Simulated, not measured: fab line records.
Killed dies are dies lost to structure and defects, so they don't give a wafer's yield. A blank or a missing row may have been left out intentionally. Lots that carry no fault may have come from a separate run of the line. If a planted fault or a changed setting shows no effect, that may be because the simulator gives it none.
fab line records    flow ritCmos
[record] lots = 7  wafers = 21  lastDay = 6
route steps=202 shown FOX2@24 NWELL@28 M1@202
lots untouched by any fault: they come from a run of this same line in which no faults occurred
startH: hours from the record's opening day to when the first of the lot's shown wafers began    waitH: how many hours have passed since the lot's step before this one    " same as the row above    L1.1+2: a row that stands for several wafers    - value missing, or start not given    * or withheld: withheld    < > ~ a bound
route shown NAME@n: a module of which the file shows steps, and the number in the route of the first    usual: mean/standard deviation of fault-free wafers    same: alike in all rows    chamber/n: place in a boat    sites: each site's reading    _std_site: standard deviation across them    _edge_site: the outer-site mean with the inner-site mean subtracted    radiusMm: for every site, how far away it sits from the centre of the wafer    mask NAME#n: copy n    behind: the most recent tool/chamber to have shaped the wafer    hold: cause of the lot's hold/its duration in hours/its outcome    device: the n, p or np transistor that did not switch    end of line: at the end of the route, the tests of the same wafers    step lacking rows: just its recipe    killed: count of dies lost to structure and defects at first sort (not the wafer's yield)    map: the dies of a wafer, with x for killed, . for not killed, _ for no die there
set.NAME: the run value of the setting; set.NAME@STEP: its run value at that earlier step    model.NAME: the simulator's own value behind a step, which no gauge read
lots seen at some steps along the route; tables by step, rows by wafer
services: when a tool's chamber went out of use (startH, in hours from the record's first day, below 0 if earlier), for how many hours, and the reason
[[steps]]
[step RIT_FOX2_THK_MEAS_01]
[recipe] reads = SiO2_of_FOX2_OXIDATION_00
[usual] FOX2_OXIDE_THK = 349/5.9
lot.wafer  tool          chamber  startH  waitH  FOX2_OXIDE_THK[nm]
L973.1     filmMetro-01  -        23.34   0.0    341
L973.4     "             -        "       "      347
L973.5     "             -        "       "      348
L976.2     filmMetro-03  -        40.23   0.0    356
L976.3     "             -        "       "      356
L976.6     "             -        "       "      357
L985.1     filmMetro-03  -        84.53   0.0    356
L985.2     "             -        "       "      355
L985.6     "             -        "       "      353
L986.2     filmMetro-01  -        90.91   0.0    351
L986.3     "             -        "       "      349
L986.4     "             -        "       "      355
L987.3     filmMetro-01  -        95.23   0.0    352
L987.4     "             -        "       "      350
L987.6     "             -        "       "      349
L988.3     filmMetro-03  -        100.73  0.0    362
L988.4     "             -        "       "      357
L988.6     "             -        "       "      357
L989.1     filmMetro-01  -        106.21  0.0    342
L989.2     "             -        "       "      346
L989.5     "             -        "       "      347
[step RIT_FOX2_CLEAN_02]
[recipe] chemistry = dHF  dilution = 50:1  timeS = 180
[step RIT_FOX2_WET_ETCH_03]
[recipe] chemistry = H3PO4  target = Si3N4  targetDepthNm = 195  tempC = 165  timeS = 2700
[step RIT_FOX2_THK_MEAS_90]
[recipe] reads = SiO2_of_FOX2_OXIDATION_00
[usual] FIELD_OXIDE_LEFT_1_THK = 321/6
lot.wafer  tool          chamber  startH  waitH  FIELD_OXIDE_LEFT_1_THK[nm]
L973.1     filmMetro-03  -        24.28   0.0    314
L973.4     "             -        "       "      320
L973.5     "             -        "       "      320
L976.2     filmMetro-02  -        42.07   0.0    330
L976.3     "             -        "       "      329
L976.6     "             -        "       "      330
L985.1     filmMetro-01  -        85.47   0.0    329
L985.2     "             -        "       "      328
L985.6     "             -        "       "      326
L986.2     filmMetro-01  -        91.80   0.0    323
L986.3     "             -        "       "      322
L986.4     "             -        "       "      328
L987.3     filmMetro-03  -        96.10   0.0    325
L987.4     "             -        "       "      323
L987.6     "             -        "       "      322
L988.3     filmMetro-03  -        101.61  0.0    335
L988.4     "             -        "       "      330
L988.6     "             -        "       "      330
L989.1     filmMetro-01  -        107.09  0.0    314
L989.2     "             -        "       "      319
L989.5     "             -        "       "      319
[step RIT_NWELL_HMDS_00]
[recipe] primeTimeS = 60  primeTempC = 140
[step RIT_NWELL_COAT_01]
[recipe] resist = NOVOLAK  spinRpm = 2000  resistThkNm = 1300
[step RIT_NWELL_SOFTBAKE_02]
[recipe] resist = NOVOLAK  tempC = 90  timeS = 60
[step RIT_NWELL_EXPOSE_03]
[recipe] maskId = M2  na = 0.57  targetCdNm = 43900  doseMj = 250
[step RIT_NWELL_PEB_04]
[recipe] resist = NOVOLAK  tempC = withheld  timeS = withheld
[step RIT_NWELL_DEVELOP_05]
[recipe] resist = NOVOLAK  developTimeS = 68  devTempC = 23
[step RIT_NWELL_OVL_MEAS_06]
[usual] NWELL_OVL = 0.1/1.3
lot.wafer  tool        chamber  startH  waitH  NWELL_OVL[nm]
L973.1     overlay-01  -        25.38   -      1.6
L973.4     "           -        "       "      1.4
L973.5     "           -        "       "      0.3
L976.2     overlay-01  -        43.01   -      0.0
L976.3     "           -        "       "      1.9
L976.6     "           -        "       "      -0.2
L985.1     overlay-02  -        86.41   -      1.7
L985.2     "           -        "       "      1.4
L985.6     "           -        "       "      -0.3
L986.2     overlay-02  -        92.86   -      -1.9
L986.3     "           -        "       "      -1.7
L986.4     "           -        "       "      -1.2
L987.3     overlay-02  -        97.16   -      -1.0
L987.4     "           -        "       "      -2.4
L987.6     "           -        "       "      -0.5
L988.3     overlay-01  -        102.59  -      3.3
L988.4     "           -        "       "      2.5
L988.6     "           -        "       "      1.1
L989.1     overlay-01  -        108.15  -      -0.1
L989.2     "           -        "       "      -0.1
L989.5     "           -        "       "      -1.3
[step RIT_NWELL_HARDBAKE_07]
[recipe] resist = NOVOLAK  tempC = 140  timeS = 120
[step RIT_NWELL_IMPLANT_08]
[recipe] species = P  energyKev = 170  doseCm2 = 5e+13  tiltDeg = 7
[usual] beamEnergyKeV = 170.00/0.05  doseIonsCm2 = 4.999e+13/5.9e+10
lot.wafer  tool          chamber  startH  waitH  beamEnergyKeV  doseIonsCm2  model.implant.rpNm  model.implant.drpNm
L973.1     implanter-04  0        25.67   0.2    170.05         5e+13        208                 68.82
L973.4     "             0        "       "      169.98         5e+13        208                 68.82
L973.5     "             0        "       "      169.91         4.995e+13    208                 68.82
L976.2     implanter-02  0        43.31   0.2    170.01         5.008e+13    213.5               68.82
L976.3     "             0        "       "      170.00         5.008e+13    213.5               68.82
L976.6     "             0        "       "      170.08         5.012e+13    213.5               68.82
L985.1     implanter-02  0        86.70   0.2    152.97         5.006e+13    188.5               63.67
L985.2     "             0        "       "      153.04         5e+13        188.5               63.67
L985.6     "             0        "       "      153.10         5.003e+13    188.5               63.67
L986.2     implanter-04  0        93.16   0.2    170.04         4.995e+13    217.7               68.82
L986.3     "             0        "       "      170.06         4.996e+13    217.7               68.82
L986.4     "             0        "       "      169.96         4.998e+13    217.7               68.82
L987.3     implanter-04  0        97.49   0.2    170.02         4.994e+13    210.1               68.82
L987.4     "             0        "       "      170.03         5.002e+13    210.1               68.82
L987.6     "             0        "       "      170.00         4.998e+13    210.1               68.82
L988.3     implanter-02  0        102.92  0.2    152.92         4.995e+13    194.4               63.67
L988.4     "             0        "       "      152.99         4.998e+13    194.4               63.67
L988.6     "             0        "       "      152.91         5e+13        194.4               63.67
L989.1     implanter-02  0        108.44  0.2    153.00         4.995e+13    194.1               63.67
L989.2     "             0        "       "      152.98         4.994e+13    194.1               63.67
L989.5     "             0        "       "      152.93         4.994e+13    194.1               63.67
[step RIT_NWELL_STRIP_09]
[recipe] chemistry = O2  timeS = 180  resist = NOVOLAK  platenTempC = withheld  powerW = 500  pressureMtorr = 4000  o2FlowSccm = 4000
[usual] drypumpMotorCurrentA = 5.9/0.36
lot.wafer  tool            chamber  startH  waitH  drypumpMotorCurrentA  rfHoursCounterH
L973.1     plasmaAsher-03  0        25.82   0.1    5.4                   37
L973.4     "               0        "       "      5.4                   -
L973.5     "               0        "       "      5.4                   -
L976.2     plasmaAsher-04  0        43.44   0.1    5.9                   42
L976.3     "               1        "       "      5.7                   -
L976.6     "               1        "       "      5.7                   -
L985.1     plasmaAsher-03  0        86.85   0.1    5.4                   43
L985.2     "               1        "       "      6.4                   43
L985.6     "               1        "       "      6.4                   -
L986.2     plasmaAsher-03  0        93.29   0.1    5.4                   44
L986.3     "               0        "       "      5.4                   -
L986.4     "               1        "       "      6.4                   -
L987.3     plasmaAsher-04  0        97.64   0.1    5.9                   -
L987.4     "               1        "       "      5.7                   -
L987.6     "               1        "       "      5.7                   -
L988.3     plasmaAsher-03  0        103.08  0.1    5.4                   -
L988.4     "               1        "       "      6.4                   -
L988.6     "               0        "       "      5.4                   -
L989.1     plasmaAsher-04  1        108.59  0.1    5.7                   49
L989.2     "               0        "       "      5.9                   49
L989.5     "               1        "       "      5.8                   -
[step RIT_M1_PROBE_99]
[usual] killedAtContacts = 0.0/0.25  killedAtFrontEnd = 6.6/2.7  killedDies = 6.7/2.7  killedOpen = 3.3/1.9  killedShort = 3.4/1.9
[same] grossDies = 264  killed_at_M0_to_M3 = 0  killed_at_M4_up = 0  killedAtBackSide = 0  killedAtOther = 0
lot.wafer  tool       chamber  startH  waitH  killedAtContacts  killedAtFrontEnd  killedDies  killedOpen  killedShort  model.etest.fieldPMetal.vtV  model.etest.fieldP.vtV  model.etest.isoNwellNwell.bvV  model.etest.pmosNarrow.vtLessV
L973.1     prober-02  -        63.81   0.1    0                 9                 9           4           5            -28.09                       -12.12                  22.17                          0.02209
L973.4     prober-02  -        63.96   0.2    0                 8                 8           2           6            -28.3                        -12.13                  22.25                          0.01961
L973.5     prober-02  -        64.01   0.2    0                 5                 5           1           4            -28.3                        -12.19                  22.02                          0.02126
L976.2     prober-01  -        80.47   0.1    0                 9                 9           3           6            -27.85                       -12.53                  22.29                          0.01977
L976.3     prober-01  -        80.52   0.2    0                 9                 9           8           1            -28.62                       -12.48                  22.05                          0.01808
L976.6     prober-01  -        80.67   0.2    0                 7                 7           3           4            -28.57                       -12.58                  22.14                          0.02238
L985.1     prober-02  -        126.24  0.1    2                 8                 10          3           7            -26.76                       -11.69                  22.33                          0.02956
L985.2     prober-02  -        126.29  0.1    0                 4                 4           3           1            -26.36                       -11.67                  22.59                          0.02942
L985.6     prober-02  -        126.49  0.2    0                 8                 8           5           3            -26.66                       -11.59                  22.28                          0.02875
L986.2     prober-01  -        134.51  0.1    0                 9                 9           1           8            -29.54                       -12.81                  22.23                          0.02191
L986.3     prober-01  -        134.56  0.2    0                 3                 3           2           1            -29.89                       -12.84                  22.08                          0.02096
L986.4     prober-01  -        134.61  0.2    0                 3                 3           2           1            -29.52                       -12.85                  22.36                          0.0219
L987.3     prober-02  -        144.20  0.2    0                 11                11          5           6            -28.34                       -12.4                   22.07                          0.02232
L987.4     prober-02  -        144.25  0.2    0                 12                12          8           4            -28.43                       -12.36                  22.49                          0.02231
L987.6     prober-02  -        144.35  0.2    0                 8                 8           4           4            -28.43                       -12.34                  22.25                          0.0257
L988.3     prober-01  -        144.20  0.2    0                 8                 8           5           3            -27.11                       -11.98                  22.41                          0.02601
L988.4     prober-01  -        144.25  0.2    1                 10                11          7           4            -27.1                        -11.9                   22.55                          0.02572
L988.6     prober-01  -        144.35  0.2    0                 6                 6           2           4            -27.11                       -11.79                  22.8                           0.0287
L989.1     prober-01  -        148.20  0.1    0                 5                 5           2           3            -26.87                       -11.38                  22.08                          0.02322
L989.2     prober-01  -        148.25  0.1    0                 8                 8           1           7            -26.5                        -11.49                  22.51                          0.02767
L989.5     prober-01  -        148.40  0.2    0                 7                 7           3           4            -27.35                       -11.57                  22.6                           0.0252
// killed by level:class
L973.1 SILICIDE:geometricParticle:short=2 FOX1:geometricParticle:open=1 GATE:geometricParticle:open=1 GATE:geometricParticle:short=1 REOX:geometricParticle:open=1 REOX:geometricParticle:short=1 SPACER:geometricParticle:short=1 SPACER:geometricParticle:open=1
L973.4 FOX1:geometricParticle:short=2 SILICIDE:geometricParticle:short=2 FOX1:geometricParticle:open=1 FOX2:geometricParticle:short=1 GATE:geometricParticle:short=1 SILICIDE:geometricParticle:open=1
L973.5 GATE:geometricParticle:short=2 REOX:geometricParticle:short=1 SILICIDE:geometricParticle:open=1 SILICIDE:geometricParticle:short=1
L976.2 FOX1:geometricParticle:short=2 GATE:geometricParticle:short=2 FOX1:geometricParticle:open=1 FOX2:geometricParticle:short=1 FOX2:geometricParticle:open=1 GATE:geometricParticle:open=1 SILICIDE:geometricParticle:short=1
L976.3 FOX1:geometricParticle:open=4 GATE:geometricParticle:open=2 ACTIVE:geometricParticle:open=1 FOX1:geometricParticle:short=1 REOX:geometricParticle:open=1
L976.6 GATE:geometricParticle:short=2 FOX1:geometricParticle:open=1 FOX1:geometricParticle:short=1 SPACER:geometricParticle:short=1 SPACER:geometricParticle:open=1 SILICIDE:geometricParticle:open=1
L985.1 FOX1:geometricParticle:short=2 FOX1:geometricParticle:open=2 GATE:geometricParticle:short=2 CONTACT:geometricParticle:short=2 SPACER:geometricParticle:open=1 SPACER:geometricParticle:short=1
L985.2 FOX1:geometricParticle:open=2 SPACER:geometricParticle:short=1 SILICIDE:geometricParticle:open=1
L985.6 GATE:geometricParticle:open=3 REOX:geometricParticle:short=2 FOX1:geometricParticle:open=1 REOX:geometricParticle:open=1 SPACER:geometricParticle:short=1
L986.2 GATE:geometricParticle:short=3 FOX1:geometricParticle:short=2 SILICIDE:geometricParticle:short=2 REOX:geometricParticle:open=1 SPACER:geometricParticle:short=1
L986.3 FOX1:geometricParticle:open=1 FOX1:geometricParticle:short=1 SPACER:geometricParticle:open=1
L986.4 SILICIDE:geometricParticle:open=2 GATE:geometricParticle:short=1
L987.3 GATE:geometricParticle:open=4 FOX1:geometricParticle:short=1 FOX2:geometricParticle:short=1 GATE:geometricParticle:short=1 REOX:geometricParticle:open=1 REOX:geometricParticle:short=1 SPACER:geometricParticle:short=1 SILICIDE:geometricParticle:short=1
L988.3 GATE:geometricParticle:short=2 GATE:geometricParticle:open=2 FOX1:geometricParticle:open=1 REOX:geometricParticle:short=1 SPACER:geometricParticle:open=1 SILICIDE:geometricParticle:open=1
L987.4 SPACER:geometricParticle:open=4 FOX1:geometricParticle:open=2 GATE:geometricParticle:short=2 FOX1:geometricParticle:short=1 GATE:geometricParticle:open=1 REOX:geometricParticle:open=1 SPACER:geometricParticle:short=1
L988.4 GATE:geometricParticle:open=3 FOX1:geometricParticle:short=1 FOX2:geometricParticle:open=1 FOX2:geometricParticle:short=1 REOX:geometricParticle:open=1 SPACER:geometricParticle:open=1 SILICIDE:geometricParticle:short=1 SILICIDE:geometricParticle:open=1
L987.6 GATE:geometricParticle:short=3 GATE:geometricParticle:open=2 FOX1:geometricParticle:open=1 REOX:geometricParticle:short=1 REOX:geometricParticle:open=1
L988.6 GATE:geometricParticle:short=2 FOX2:geometricParticle:short=1 GATE:geometricParticle:open=1 SILICIDE:geometricParticle:open=1 SILICIDE:geometricParticle:short=1
L989.1 GATE:geometricParticle:short=2 FOX1:geometricParticle:open=1 GATE:geometricParticle:open=1 REOX:geometricParticle:short=1
L989.2 FOX1:geometricParticle:short=2 REOX:geometricParticle:short=2 FOX2:geometricParticle:short=1 GATE:geometricParticle:open=1 SPACER:geometricParticle:short=1 SILICIDE:geometricParticle:short=1
L989.5 FOX1:geometricParticle:open=2 GATE:geometricParticle:short=2 FOX1:geometricParticle:short=1 FOX2:geometricParticle:short=1 FOX2:geometricParticle:open=1
[[services]]
tool            chamber  startH  hours  kind
plasmaAsher-03  -        56.69   2.8    pm
implanter-04    -        106.25  4.0    repair
[[key]]
[firstSign] step = RIT_NWELL_IMPLANT_08  reading = beamEnergyKeV  direction = down  sigmas = 99+  usual = 170.00  struck = 152.98
effect none on later readings
[modelEffect] step = RIT_NWELL_IMPLANT_08  value = implant.rpNm  without = 214.5  struck = 192.3
[modelEffect] step = RIT_M1_PROBE_99  value = etest.fieldPMetal.vtV  without = -29  struck = -26.87
metAt RIT_NWELL_IMPLANT_08
struckWafers L985.1,L985.2,L985.6,L988.3,L988.4,L988.6,L989.1,L989.2,L989.5
testerLeftOut L985,L988,L989
onsetBetween 43.31 86.70
[fault] kind = processParameterDrift  tool = implanter-02  chamber = -  onsetH = 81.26  steps = RIT_NWELL_IMPLANT_08  channel = energyKev  offset = -17  shape = step  endH = 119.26  actsIn = theseRecipesOnly  stated = 170
// testerLeftOut: of these lots the tester's yield and bins aren't shown, on N5 and GAA mostly nor the transistor test; their killed dies are dies lost to structure and defects alone, not to doping, threshold or leakage, so they don't give the yield
